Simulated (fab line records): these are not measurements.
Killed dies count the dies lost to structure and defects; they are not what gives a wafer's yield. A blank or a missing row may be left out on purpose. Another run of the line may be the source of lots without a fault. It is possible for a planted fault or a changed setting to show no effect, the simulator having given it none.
A lot that was struck, set against a sound lot / flow rit_cmos / 18 steps out of a route of 202
Sound: these wafers, L473.2, L473.3, L473.5. Wafers L492.1, L492.4, L492.6 were the ones struck. The cause comes at the end.
Order at every step that has rows: each side's tool, ch and its chambers, its first start. Under that, the readings that differ: sound wafers / struck wafers / difference of the means / sigmas: that difference in standard deviations of wafers without a fault.
alike: readings whose means differ by less than 2 such deviations, and words and numbers that are the same on both sides. not compared: withheld readings, readings that some wafer has no value for, bounds like >300 that may hide the same value, and numbers for which the record gives no deviation and whose values overlap.
Wherever a step has rows on one side only, a row that says differs or no value, or a row with sigmas, the two part there. Numbers that have no deviation but don't overlap get no sigmas and don't part them. A reading that every wafer of one side lacks parts them only if that side has two wafers or more.

first, 5 steps without rows for these wafers: RIT_NRETRO_COAT_01 (resist thk 1300 nm); RIT_NRETRO_SOFTBAKE_02 (time 60 s); RIT_NRETRO_EXPOSE_03 (exposes mask M4, target cd 43900 nm); RIT_NRETRO_PEB_04; RIT_NRETRO_DEVELOP_05 (develop time 68 s).
RIT_NRETRO_OVL_MEAS_06:
  sound: overlay-01 at day 2 09:50; struck: overlay-01 at day 6 05:25
  alike: NRETRO_OVL
then, 2 steps without rows for these wafers: RIT_NRETRO_HARDBAKE_07 (time 120 s); RIT_NRETRO_IMPLANT_08.
RIT_NRETRO_STRIP_09: strips in O2, time 180 s.
  sound on plasma_asher-01 ch 0, day 2 10:16; struck on plasma_asher-02 ch 0, day 6 06:01
  alike: drypump_motor_current_A
  not compared: rf_hours_counter_h
RIT_NRETRO_TW_MEAS_10:
  sound: film_metro-04 at day 2 10:28; struck: film_metro-04 at day 6 06:11
  alike: NRETRO_TW
then, 2 steps without rows for these wafers: RIT_PRETRO_HMDS_00 (prime time 60 s); RIT_PRETRO_COAT_01 (resist thk 1300 nm).
RIT_PRETRO_SOFTBAKE_02: time 60 s.
  sound on litho_track-02 ch 0, day 2 10:50; struck on litho_track-02 ch 0, day 6 06:32
reading=heater_power_total_W (W); sound=34.60 34.54 34.62; struck=36.95 37.04 37.00; difference=+2.41; sigmas=+44
reading=run_length_s (s); sound=88.85 88.93 89.08; struck=75.92 76.02 75.96; difference=-12.99; sigmas=-59
then, 2 steps without rows for these wafers: RIT_PRETRO_EXPOSE_03 (exposes mask M5, target cd 43700 nm); RIT_PRETRO_PEB_04.
RIT_PRETRO_DEVELOP_05: develop time 68 s.
  sound on litho_track-04 ch 0; struck on litho_track-01 ch 0
reading=model.NOVOLAK_of_PRETRO_COAT_01.thk_nm (nm); sound=1303 1302 1302; struck=1309 1309 1305; difference=+5; sigmas=
RIT_PRETRO_OVL_MEAS_06:
  sound: overlay-02 at day 2 11:31; struck: overlay-02 at day 6 07:15
  alike: PRETRO_OVL
RIT_M1_PROBE_99:
  sound: prober-02 at day 3 14:31; struck: prober-01 at day 7 10:08
  alike: killed_at_front_end, killed_dies, killed_open, killed_short

WHERE THEY PART
Within this record, at RIT_PRETRO_SOFTBAKE_02 only. Later steps at which nothing parts them and some readings are alike: RIT_PRETRO_OVL_MEAS_06, RIT_M1_PROBE_99.

WHY: what the simulator had put in
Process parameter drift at RIT_PRETRO_SOFTBAKE_02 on litho_track-02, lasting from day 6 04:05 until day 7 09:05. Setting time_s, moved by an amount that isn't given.
